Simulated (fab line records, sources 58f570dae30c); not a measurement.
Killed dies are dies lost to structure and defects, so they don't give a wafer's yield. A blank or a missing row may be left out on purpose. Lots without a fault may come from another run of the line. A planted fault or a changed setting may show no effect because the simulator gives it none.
Which tool did it? | flow berkeley_cmos170 | 14 lots, 42 wafers sampled, at 4 steps of a route of 331

WHAT THE GAUGES READ, wafer by wafer
UCB170_START_BOW_MEAS_00.
lot  | measured    | on            | INCOMING_BOW (um)
L903 | day 1 10:00 | film_metro-01 | -3 -3 8
L905 | day 1 20:00 | film_metro-01 | 5 -2 -6
L906 | day 2 01:00 | film_metro-02 | -6 4 0
L907 | day 2 06:00 | film_metro-02 | -3 -1 0
L908 | day 2 11:00 | film_metro-02 | -5 -5 0
L909 | day 2 16:01 | film_metro-02 | 15 -2 0
L910 | day 2 21:00 | film_metro-02 | 3 3 5
L911 | day 3 02:00 | film_metro-04 | 13 -16 -12
L914 | day 3 17:00 | film_metro-01 | 0 1 4
L915 | day 3 22:01 | film_metro-04 | 10 -6 2
L921 | day 5 04:00 | film_metro-01 | 6 -9 -7
L923 | day 5 14:01 | film_metro-01 | 7 -6 -1
L924 | day 5 19:01 | film_metro-02 | -4 -7 5
L926 | day 6 05:02 | film_metro-01 | -7 -1 2

UCB170_NWELL_OVL_MEAS_12.
lot  | measured    | on         | NWELL_OVL (nm)
L903 | day 2 06:32 | overlay-02 | -4 -4 -7
L905 | day 2 18:02 | overlay-02 | 7 6 13
L906 | day 3 00:58 | overlay-02 | 11 12 12
L907 | day 3 07:22 | overlay-01 | -10 -15 0
L908 | day 3 12:23 | overlay-01 | -6 -3 1
L909 | day 3 17:58 | overlay-02 | 0 -1 6
L910 | day 4 00:42 | overlay-01 | -5 -10 -5
L911 | day 4 05:58 | overlay-01 | -3 -1 -2
L914 | day 4 15:54 | overlay-02 | 5 6 -2
L915 | day 4 15:39 | overlay-01 | -4 0 3
L921 | day 5 22:44 | overlay-01 | 12 4 13
L923 | day 6 10:06 | overlay-02 | -2 0 4
L924 | day 6 16:01 | overlay-02 | -1 -4 3
L926 | day 6 23:31 | overlay-01 | -5 -5 -3

UCB170_M3_OVL_MEAS_16.
lot  | measured     | on         | M3_OVL (nm)
L903 | day 7 08:15  | overlay-01 | 2 -2 2
L905 | day 7 20:09  | overlay-02 | -13 -13 -13
L906 | day 8 09:19  | overlay-01 | -1 6 5
L907 | day 8 21:05  | overlay-02 | -3 -3 3
L908 | day 8 21:46  | overlay-01 | 11 11 7
L909 | day 8 21:39  | overlay-02 | 7 3 4
L910 | day 9 14:14  | overlay-02 | 5 -6 -5
L911 | day 9 21:05  | overlay-02 | -4 -2 -1
L921 | day 11 10:25 | overlay-02 | 1 -1 -2
L923 | day 11 22:27 | overlay-01 | 4 6 12
L924 | day 12 08:55 | overlay-01 | -6 -6 -6
L926 | day 12 13:51 | overlay-01 | 5 2 0

WHICH TOOL RAN EACH LOT (tool, then ch and the chambers of the sampled wafers, then the start)
lot  | UCB170_SDANNEAL_RTA_01
L903 | rtp_anneal-01 ch 0, day 6 05:50
L905 | rtp_anneal-01 ch 0, day 6 21:40
L906 | rtp_anneal-01 ch 0, day 7 08:56
L907 | rtp_anneal-02 ch 0, day 7 21:12
L908 | rtp_anneal-01 ch 0, day 7 21:21
L909 | rtp_anneal-02 ch 0, day 7 21:36
L910 | rtp_anneal-02 ch 0, day 8 11:36
L911 | rtp_anneal-01 ch 0, day 8 21:04
L914 | rtp_anneal-01, day 9 12:01
L915 | rtp_anneal-02, day 9 07:20
L921 | rtp_anneal-02 ch 0, day 10 13:02
L923 | rtp_anneal-02 ch 0, day 10 22:45
L924 | rtp_anneal-01 ch 0, day 11 12:38
L926 | rtp_anneal-02 ch 0, day 11 13:34
- UCB170_SDANNEAL_RTA_01: time 5 s.

WHAT THE TOOLS THEMSELVES READ (means of the sampled wafers that have a number; where no wafer has one, the mark that the record gives instead)
UCB170_SDANNEAL_RTA_01.
lot  | tool          | anneal_temp_c_max | chamber_o2_ppm | lamp_power_pct (%) | wafer_temp_C_max
L903 | rtp_anneal-01 | 1054.2            | 2.012          | 34.8               | 1056.2
L905 | rtp_anneal-01 | 1054.4            | 1.973          | 34.9               | 1056.4
L906 | rtp_anneal-01 | 1053.7            | 2.019          | 34.8               | 1056.7
L907 | rtp_anneal-02 | 1053.4            | 1.978          | 40.0               | 1056.0
L908 | rtp_anneal-01 | 1053.6            | 1.990          | 34.8               | 1056.8
L909 | rtp_anneal-02 | 1053.9            | 2.000          | 40.1               | 1055.8
L910 | rtp_anneal-02 | 1054.4            | 1.993          | 40.1               | 1057.1
L911 | rtp_anneal-01 | 1053.1            | 2.032          | 34.9               | 1055.1
L914 | rtp_anneal-01 | -                 | -              | -                  | -
L915 | rtp_anneal-02 | -                 | -              | -                  | -
L921 | rtp_anneal-02 | 1054.0            | 1.981          | 40.1               | 1055.9
L923 | rtp_anneal-02 | 1053.2            | 2.006          | 40.1               | 1055.7
L924 | rtp_anneal-01 | 1054.3            | 1.996          | 34.8               | 1055.1
L926 | rtp_anneal-02 | 1054.3            | 2.001          | 40.1               | 1057.6

THE ANSWER, worked out from the rows above alone
Rule: what is usual is taken from the lots themselves. Put in order of their means at a reading, lots are off if they are a third of the lots or fewer, leave a main group of 4 or more, and stand apart from it by a gap of 3 or more times the standard deviation of the main group's means; of several such gaps the widest counts. A main group whose means are all the same, to the digits that the tables above print for the reading, isn't used. A lot without any number at a reading at which 4 lots or more have one is off too. The other lots that the step has rows for count as sound. The gauges are gone through in route order, then the tools' own readings, and for those a lot's mean is taken as printed above. The first step at which some lot is off is used, and at that step the reading that is off furthest; a lot without a number counts as furthest.
Off: L914, L915, at UCB170_SDANNEAL_RTA_01 (anneal_temp_c_max). Without a number there: L914, L915. The main group: mean 1053.9, standard deviation 0.45.
A tool fits if, at that step or a process step before it, it ran every lot that is off, and no sound lot after the first of them. None of those tried fits.

WHAT THE SIMULATOR HAD PUT IN
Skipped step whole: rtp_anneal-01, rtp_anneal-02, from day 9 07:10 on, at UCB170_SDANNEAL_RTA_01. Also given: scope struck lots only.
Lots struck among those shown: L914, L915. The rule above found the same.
